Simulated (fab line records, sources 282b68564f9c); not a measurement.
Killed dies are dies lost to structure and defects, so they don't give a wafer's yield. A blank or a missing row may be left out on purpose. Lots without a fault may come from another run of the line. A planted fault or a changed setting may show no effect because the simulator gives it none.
One fault seen from 2 desks | flow rit_cmos | each desk has only its own numbers; what lay behind them comes last

THE TOOL OWNER'S DESK: pvd_sputter-02
The tool's own readings at RIT_M1_SPUTTER_00 (material Al, target thk 400 nm, time 500 s): means of the sampled wafers that have a number, for each lot that ran on this tool. A lot is out of limits, marked OUT, if its mean lies more than 4 standard deviations from the usual mean; the brackets give that distance.
Columns: A = cathode_dc_power_W at RIT_M1_SPUTTER_00, usual 2000.0 W; B = chamber_pressure_pa at RIT_M1_SPUTTER_00, usual 0.3999 Pa; C = throttle_valve_pct at RIT_M1_SPUTTER_00, usual 29.9 %
lot  | first seen here | A                        | B      | C
L685 | day 3 14:29     | 1999.9                   | 0.4001 | 30.4
L687 | day 4 04:44     | 1999.8                   | 0.3990 | 29.8
L693 | day 5 10:28     | 2074.3 (+99 or more) OUT | 0.4001 | 29.7
L706 | day 8 00:47     | 2000.1                   | 0.3990 | 30.0
This desk's finding: out of limits on L693; first on L693, day 5 10:28 (cathode_dc_power_W at RIT_M1_SPUTTER_00). In limits: L685, L687, L706.

THE METROLOGY DESK
What the gauges read, lot by lot, whatever tool the lot ran on: means of the sampled wafers that have a number. A lot is out of limits, marked OUT, if its mean lies more than 4 standard deviations from the usual mean; the brackets give that distance.
Columns: A = M1_AL_RS at RIT_M1_RS_MEAS_01, usual 0.0735 ohm/sq; B = M1_AL_THK at RIT_M1_THK_MEAS_02, usual 396 nm
lot  | first seen here | A      | B
L684 | day 3 10:37     | 0.0730 | 400
L685 | day 3 14:47     | 0.0715 | 405
L687 | day 4 05:03     | 0.0735 | 397
L688 | day 4 14:44     | 0.0742 | 394
L690 | day 4 16:26     | 0.0734 | 397
L693 | day 5 10:46     | 0.0702 | 413
L694 | day 5 12:55     | 0.0736 | 396
L699 | day 6 12:23     | 0.0745 | 393
L701 | day 6 21:03     | 0.0741 | 394
L703 | day 7 09:16     | 0.0746 | 388
L705 | day 7 18:29     | 0.0748 | 386
L706 | day 8 01:05     | 0.0729 | 402
L707 | day 8 03:26     | 0.0742 | 392
This desk's finding: nothing out of limits on any of the 13 lots.

PUT TOGETHER
The tool owner's desk could have raised an alarm at day 5 10:28, on L693.
The metrology desk saw nothing out of limits.
The metrology desk has L693 on record, within its limits.
Of the lots named, all ran RIT_M1_SPUTTER_00 on pvd_sputter-02.

WHAT THE SIMULATOR HAD PUT IN
Process parameter drift: pvd_sputter-02, from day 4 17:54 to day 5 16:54, at RIT_M1_SPUTTER_00. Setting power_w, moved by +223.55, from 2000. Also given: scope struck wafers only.
Lots struck among those shown: L693.
Hours from the fault's start to each desk's first reading out of limits: the tool owner's desk, 17.
